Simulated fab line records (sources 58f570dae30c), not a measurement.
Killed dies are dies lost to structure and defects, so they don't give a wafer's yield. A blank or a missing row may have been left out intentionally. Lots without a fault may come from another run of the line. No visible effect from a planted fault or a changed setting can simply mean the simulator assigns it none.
The tool behind it: which one? / flow berkeley_cmos170 / Sampling: 14 lots, 42 wafers, 3 of 331 route steps

== WHAT EACH GAUGE READ, for each wafer ==
UCB170_M1_RS_MEAS_01: measures by four-point-probe. Usual: M1_AL_RS 0.0481 ohm/sq, standard deviation 0.00062.
lot=L645; measured=day 8 17:29; on=film_metro-04; M1_AL_RS (ohm/sq)=0.0481 0.0483 0.0486; flag=
lot=L644; measured=day 8 17:52; on=film_metro-03; M1_AL_RS (ohm/sq)=0.0480 0.0476 0.0480; flag=
lot=L646; measured=day 9 03:03; on=film_metro-02; M1_AL_RS (ohm/sq)=0.0479 0.0482 0.0480; flag=
lot=L647; measured=day 9 03:35; on=film_metro-04; M1_AL_RS (ohm/sq)=0.0485 0.0477 0.0478; flag=
lot=L648; measured=day 9 18:49; on=film_metro-03; M1_AL_RS (ohm/sq)=0.0488 0.0480 0.0486; flag=
lot=L652; measured=day 9 19:32; on=film_metro-03; M1_AL_RS (ohm/sq)=0.0481 0.0480 0.0479; flag=
lot=L650; measured=day 9 19:43; on=film_metro-04; M1_AL_RS (ohm/sq)=0.0483 0.0480 0.0478; flag=
lot=L653; measured=day 10 04:22; on=film_metro-04; M1_AL_RS (ohm/sq)=0.0493 0.0481 0.0484; flag=
lot=L656; measured=day 11 02:52; on=film_metro-03; M1_AL_RS (ohm/sq)=0.0492 0.0483 0.0489; flag=
lot=L658; measured=day 11 23:48; on=film_metro-04; M1_AL_RS (ohm/sq)=0.0655 0.0650 0.0661 0.0656 0.0650 0.0661; flag=OFF
lot=L663; measured=day 12 04:18; on=film_metro-02; M1_AL_RS (ohm/sq)=0.0474 0.0475 0.0474; flag=
lot=L662; measured=day 12 05:11; on=film_metro-04; M1_AL_RS (ohm/sq)=0.0649 0.0663 0.0670 0.0650 0.0665 0.0670; flag=OFF
lot=L666; measured=day 13 15:53; on=film_metro-04; M1_AL_RS (ohm/sq)=0.0472 0.0475 0.0470; flag=
lot=L667; measured=day 13 16:44; on=film_metro-02; M1_AL_RS (ohm/sq)=0.0477 0.0490 0.0476; flag=

UCB170_M1_THK_MEAS_02: measures by xrf. Usual: M1_AL_THK 609 nm, standard deviation 8.
lot=L645; measured=day 8 17:36; on=film_metro-04; M1_AL_THK (nm)=605 611 599; flag=
lot=L644; measured=day 8 17:58; on=film_metro-03; M1_AL_THK (nm)=615 618 612; flag=
lot=L646; measured=day 9 03:10; on=film_metro-02; M1_AL_THK (nm)=616 609 610; flag=
lot=L647; measured=day 9 03:42; on=film_metro-04; M1_AL_THK (nm)=599 618 619; flag=
lot=L648; measured=day 9 18:55; on=film_metro-03; M1_AL_THK (nm)=599 604 599; flag=
lot=L652; measured=day 9 19:40; on=film_metro-03; M1_AL_THK (nm)=606 610 610; flag=
lot=L650; measured=day 9 19:50; on=film_metro-04; M1_AL_THK (nm)=605 612 612; flag=
lot=L653; measured=day 10 04:28; on=film_metro-04; M1_AL_THK (nm)=596 606 608; flag=
lot=L656; measured=day 11 02:59; on=film_metro-03; M1_AL_THK (nm)=597 608 601; flag=
lot=L658; measured=day 12 01:49; on=film_metro-04; M1_AL_THK (nm)=450 455 448 454 455 448; flag=OFF
lot=L663; measured=day 12 04:25; on=film_metro-02; M1_AL_THK (nm)=616 615 618; flag=
lot=L662; measured=day 12 11:38; on=film_metro-04; M1_AL_THK (nm)=454 448 443 453 443 443; flag=OFF
lot=L666; measured=day 13 15:59; on=film_metro-04; M1_AL_THK (nm)=624 617 621; flag=
lot=L667; measured=day 13 16:52; on=film_metro-02; M1_AL_THK (nm)=614 598 617; flag=

== WHICH TOOL RAN EACH LOT (tool, then ch and the chambers of the sampled wafers, then the start) ==
lot=L645; UCB170_M1_SPUTTER_00=pvd_sputter-03, day 8 17:25
lot=L644; UCB170_M1_SPUTTER_00=pvd_sputter-02, day 8 17:47
lot=L646; UCB170_M1_SPUTTER_00=pvd_sputter-02, day 9 02:59
lot=L647; UCB170_M1_SPUTTER_00=pvd_sputter-04, day 9 03:31
lot=L648; UCB170_M1_SPUTTER_00=pvd_sputter-02, day 9 18:43
lot=L652; UCB170_M1_SPUTTER_00=pvd_sputter-03, day 9 19:29
lot=L650; UCB170_M1_SPUTTER_00=pvd_sputter-02, day 9 19:40
lot=L653; UCB170_M1_SPUTTER_00=pvd_sputter-04, day 10 04:17
lot=L656; UCB170_M1_SPUTTER_00=pvd_sputter-02, day 11 02:48
lot=L658; UCB170_M1_SPUTTER_00=pvd_sputter-02, day 11 23:41
lot=L663; UCB170_M1_SPUTTER_00=pvd_sputter-04, day 12 04:14
lot=L662; UCB170_M1_SPUTTER_00=pvd_sputter-02, day 12 05:07
lot=L666; UCB170_M1_SPUTTER_00=pvd_sputter-03, day 13 15:47
lot=L667; UCB170_M1_SPUTTER_00=pvd_sputter-03, day 13 16:41
- UCB170_M1_SPUTTER_00: material Al, target thk 600 nm, time 80 s.

== WHAT THE TOOLS THEMSELVES READ (means of the sampled wafers that have a number; where no wafer has one, the mark that the record gives instead) ==
UCB170_M1_SPUTTER_00. Usual: throttle_valve_pct reads 30.1 % (standard deviation 1).
lot=L645; tool=pvd_sputter-03; throttle_valve_pct (%)=29.7; flag=
lot=L644; tool=pvd_sputter-02; throttle_valve_pct (%)=31.0; flag=
lot=L646; tool=pvd_sputter-02; throttle_valve_pct (%)=29.8; flag=
lot=L647; tool=pvd_sputter-04; throttle_valve_pct (%)=30.4; flag=
lot=L648; tool=pvd_sputter-02; throttle_valve_pct (%)=29.7; flag=
lot=L652; tool=pvd_sputter-03; throttle_valve_pct (%)=29.2; flag=
lot=L650; tool=pvd_sputter-02; throttle_valve_pct (%)=30.6; flag=
lot=L653; tool=pvd_sputter-04; throttle_valve_pct (%)=30.5; flag=
lot=L656; tool=pvd_sputter-02; throttle_valve_pct (%)=30.1; flag=
lot=L658; tool=pvd_sputter-02; throttle_valve_pct (%)=30.9; flag=
lot=L663; tool=pvd_sputter-04; throttle_valve_pct (%)=30.8; flag=
lot=L662; tool=pvd_sputter-02; throttle_valve_pct (%)=29.3; flag=
lot=L666; tool=pvd_sputter-03; throttle_valve_pct (%)=30.2; flag=
lot=L667; tool=pvd_sputter-03; throttle_valve_pct (%)=29.5; flag=

== THE ANSWER, worked out from the rows above alone ==
Rule: a lot is off if the mean of its wafers that have a number lies more than 3 standard deviations from the usual mean. Also off: a lot with no number at a reading for which 4 or more lots have one. Where the step has rows for the other lots, those lots are counted as sound. First the gauges in route order, then the tools' own readings, where a lot's mean is used as printed above. At the first step where some lot is off, the reading lying furthest off is the one used; lots without a number count as furthest.
Off: L658, L662, at UCB170_M1_RS_MEAS_01 (M1_AL_RS).
If a tool, at a process step before that reading, ran all the lots that are off and no sound lot after the first of them, it fits. The gauges at UCB170_M1_RS_MEAS_01 are tried like those tools. One fits: pvd_sputter-02 at UCB170_M1_SPUTTER_00. Its last sound lot is L656 (day 11 02:48), its first lot that is off L658 (day 11 23:41): a fault that began between those two fits.

== WHAT THE SIMULATOR HAD PUT IN ==
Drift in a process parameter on pvd_sputter-02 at UCB170_M1_SPUTTER_00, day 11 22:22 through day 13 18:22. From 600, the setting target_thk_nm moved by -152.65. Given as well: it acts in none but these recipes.
Lots struck among those shown: L658, L662. The rule above found the same.
